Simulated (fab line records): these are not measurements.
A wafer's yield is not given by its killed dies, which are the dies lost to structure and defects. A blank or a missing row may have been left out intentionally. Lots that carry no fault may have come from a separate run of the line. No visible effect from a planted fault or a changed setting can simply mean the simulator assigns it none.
Which tool is to blame? | flow rit cmos | 14 lots with 42 wafers sampled at 3 steps, on a route of 202 steps

== WHAT THE GAUGES READ, wafer by wafer ==
RIT_PLDD_TW_MEAS_10. Usual: PLDD_TW typically reads 2345, with standard deviation 23.
lot  | measured    | on            | PLDD_TW        | flag
L999 | day 3 01:08 | film metro-03 | 2357 2351 2374 |
L101 | day 3 11:02 | film metro-03 | 2350 2375 2362 |
L102 | day 3 14:56 | film metro-01 | 2341 2334 2348 |
L103 | day 3 19:58 | film metro-01 | 2348 2357 2347 |
L104 | day 4 01:41 | film metro-03 | 2379 2376 2379 |
L108 | day 4 21:11 | film metro-01 | 2359 2359 2338 |
L109 | day 5 01:39 | film metro-03 | 2367 2390 2373 |
L110 | day 5 08:50 | film metro-04 | 2312 2318 2324 |
L114 | day 6 03:04 | film metro-04 | 2313 2306 2321 |
L117 | day 6 18:05 | film metro-04 | 2321 2309 2331 |
L118 | day 7 00:01 | film metro-04 | 2311 2316 2319 |
L119 | day 7 04:40 | film metro-03 | 2531 2539 2530 | OFF
L120 | day 7 11:25 | film metro-01 | 2539 2536 2537 | OFF
L121 | day 7 15:39 | film metro-04 | 2330 2324 2322 |

RIT_SDANNEAL_RS_MEAS_06: measurement is done with a four-point probe. Usual: PLDD_RS typically reads 178.6 ohm/sq, with standard deviation 0.53.
lot  | measured    | on            | PLDD_RS (ohm/sq)  | flag
L999 | day 3 07:34 | film metro-04 | 177.7 177.5 177.6 |
L101 | day 3 17:14 | film metro-01 | 178.6 178.8 178.7 |
L102 | day 3 21:15 | film metro-04 | 178.1 178.8 178.0 |
L103 | day 4 02:24 | film metro-04 | 179.2 178.9 178.8 |
L104 | day 4 07:56 | film metro-04 | 178.9 178.7 178.7 |
L108 | day 5 03:43 | film metro-04 | 178.8 178.5 179.0 |
L109 | day 5 08:16 | film metro-04 | 177.7 178.0 178.0 |
L110 | day 5 15:03 | film metro-03 | 178.8 178.8 179.1 |
L114 | day 6 09:15 | film metro-03 | 178.6 178.3 178.3 |
L117 | day 7 00:25 | film metro-03 | 180.2 180.5 179.9 | OFF
L118 | day 7 06:07 | film metro-04 | 179.1 179.3 179.2 |
L119 | day 7 11:02 | film metro-04 | 163.6 163.6 163.7 | OFF
L120 | day 7 17:59 | film metro-03 | 163.0 163.6 163.5 | OFF
L121 | day 7 21:59 | film metro-04 | 178.5 178.6 178.4 |

== EACH LOT AND THE TOOL THAT RAN IT (in order: tool; ch and the chambers of the sampled wafers; start) ==
lot  | RIT_PLDD_IMPLANT_08
L999 | implanter-02 ch 0, day 3 00:48
L101 | implanter-04 ch 0, day 3 10:43
L102 | implanter-03 ch 0, day 3 14:37
L103 | implanter-04 ch 0, day 3 19:40
L104 | implanter-03 ch 0, day 4 01:23
L108 | implanter-02 ch 0, day 4 20:52
L109 | implanter-02 ch 0, day 5 01:20
L110 | implanter-04 ch 0, day 5 08:33
L114 | implanter-02 ch 0, day 6 02:45
L117 | implanter-03 ch 0, day 6 17:45
L118 | implanter-03 ch 0, day 6 23:41
L119 | implanter-02 ch 0, day 7 04:21
L120 | implanter-02 ch 0, day 7 11:05
L121 | implanter-03 ch 0, day 7 15:20
- RIT_PLDD_IMPLANT_08

== AS READ BY THE TOOLS THEMSELVES (means over the sampled wafers that have a number; for cases with no such wafer, the mark the record gives instead) ==
RIT_PLDD_IMPLANT_08. Usual: beam energy keV 20.000, standard deviation 0.0055; dose ions cm2 9e+14, standard deviation 1e+12; faraday current uA 2825, standard deviation 59.
lot  | tool         | beam energy keV | dose ions cm2 | faraday current uA | flag
L999 | implanter-02 | 19.993          | 9e+14         | 2852               |
L101 | implanter-04 | 19.992          | 9e+14         | 2772               |
L102 | implanter-03 | 19.998          | 9e+14         | 2868               |
L103 | implanter-04 | 19.999          | 9e+14         | 2808               |
L104 | implanter-03 | 20.000          | 9e+14         | 2819               |
L108 | implanter-02 | 20.007          | 9e+14         | 2805               |
L109 | implanter-02 | 20.011          | 9e+14         | 2873               |
L110 | implanter-04 | 20.002          | 9e+14         | 2863               |
L114 | implanter-02 | 19.999          | 9e+14         | 2838               |
L117 | implanter-03 | 20.001          | 9e+14         | 2780               |
L118 | implanter-03 | 19.997          | 9e+14         | 2796               |
L119 | implanter-02 | 25.999          | 9e+14         | 2805               | OFF
L120 | implanter-02 | 25.998          | 9e+14         | 2830               | OFF
L121 | implanter-03 | 19.997          | 9e+14         | 2749               |

== THE ANSWER, worked out from the rows above alone ==
Rule: a lot counts as off when the mean over its wafers that have a number is more than 3 standard deviations away from the usual mean. A lot without any number at a reading at which 4 lots or more have one is off too. The other lots that the step has rows for count as sound. Order of review: gauges by route order, followed by the tools' own readings, for which a lot's mean as printed above is used. The first step at which some lot is off is used, and at that step the reading that is off furthest; a lot without a number counts as furthest.
Off: L119, L120, seen at RIT_PLDD_TW_MEAS_10 (PLDD_TW).
If a tool, at a process step before that reading, ran all the lots that are off and no sound lot after the first of them, it fits. Not tried: the gauges at RIT_PLDD_TW_MEAS_10; whatever is off there is also off at RIT_PLDD_IMPLANT_08, on other tools, and gauge error can't account for it. One candidate fits, namely implanter-02 at RIT_PLDD_IMPLANT_08. Its last sound lot is L114 (day 6 02:45), its first lot that is off L119 (day 7 04:21): a fault that began between those two fits.
On the lots that are off, the tool's own readings at RIT_PLDD_IMPLANT_08 differ by more than 5 times the standard deviation of the sound lots' means, which bears it out; beam energy keV reads 25.998 there versus 20.000 on the sound lots.

== WHAT THE SIMULATOR HAD PUT IN ==
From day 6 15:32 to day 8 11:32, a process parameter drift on implanter-02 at RIT_PLDD_IMPLANT_08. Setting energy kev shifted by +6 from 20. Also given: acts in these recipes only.
Lots struck among those shown: L119, L120. Same finding as the rule above.
